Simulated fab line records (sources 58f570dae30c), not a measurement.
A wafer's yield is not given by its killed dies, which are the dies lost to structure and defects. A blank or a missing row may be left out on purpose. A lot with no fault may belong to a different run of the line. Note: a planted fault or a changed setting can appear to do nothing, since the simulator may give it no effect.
Matching of chambers -- flow berkeley_cmos170 -- UCB170_CONTACT_ETCH_17 on rie_diel-02: 4 sister chambers
The step etches BARC in N2/H2. 14 wafers are shown with their chamber, then 7 later ones without.

== WAFERS PAIRED WITH THEIR CHAMBERS ==
wafer,chamber,throttle_valve_pct (%),drypump_motor_current_A (A),oes_product_au (a.u.)
L197.1,0,13.39,5.9,0.959
L197.2,1,12.97,5.7,1.024
L197.4,0,13.39,5.9,0.979
L200.1,3,13.56,6.4,0.978
L200.2,1,12.96,5.8,1.032
L200.3,0,13.38,5.9,0.973
L198.2,0,13.39,5.9,0.969
L198.4,2,13.18,6.5,1.019
L198.6,1,12.98,5.7,1.037
L205.2,2,13.20,6.5,1.009
L205.3,3,13.57,6.4,0.984
L205.4,0,13.40,5.9,0.978
L203.1,1,12.97,5.8,1.039
L203.2,3,13.57,6.4,0.980

SIGNATURES (means of the wafers above)
reading,chamber 0,chamber 1,chamber 2,chamber 3,scatter within a chamber
throttle_valve_pct,13.3900,12.9700,13.1900,13.5667,0.00816
drypump_motor_current_A,5.900,5.750,6.500,6.400,0.0316
oes_product_au,0.97160,1.03300,1.01400,0.98067,0.00683
Rule: a wafer lies at a distance from a chamber equal to the root of the sum of squares, over the readings, of (its reading less the chamber's mean, divided by the reading's scatter). The wafer belongs to the nearest chamber; if the next one is less than 2 further off, it can't be placed. The scatter is the square root of a quotient: the sum, over the shown wafers, of each reading's squared deviation from its chamber's mean, divided by wafers minus chambers.

== WAFERS WHOSE CHAMBER IS MISSING ==
wafer,throttle_valve_pct (%),drypump_motor_current_A (A),oes_product_au (a.u.)
L203.5,13.56,6.4,0.984
L207.4,13.39,5.9,0.979
L207.5,13.40,5.9,0.981
L207.6,12.98,5.8,1.050
L209.1,12.97,5.8,1.028
L209.2,13.57,6.4,0.977
L209.5,13.40,5.9,0.977

== CHAMBER TAKEN BY EACH ==
wafer,from the rows above,in truth
L203.5,3,3
L207.4,0,0
L207.5,0,0
L207.6,1,1
L209.1,1,1
L209.2,3,3
L209.5,0,0
Correctly placed: 7 of 7. Left unplaced by these rows: 0. 0 placed wrongly.
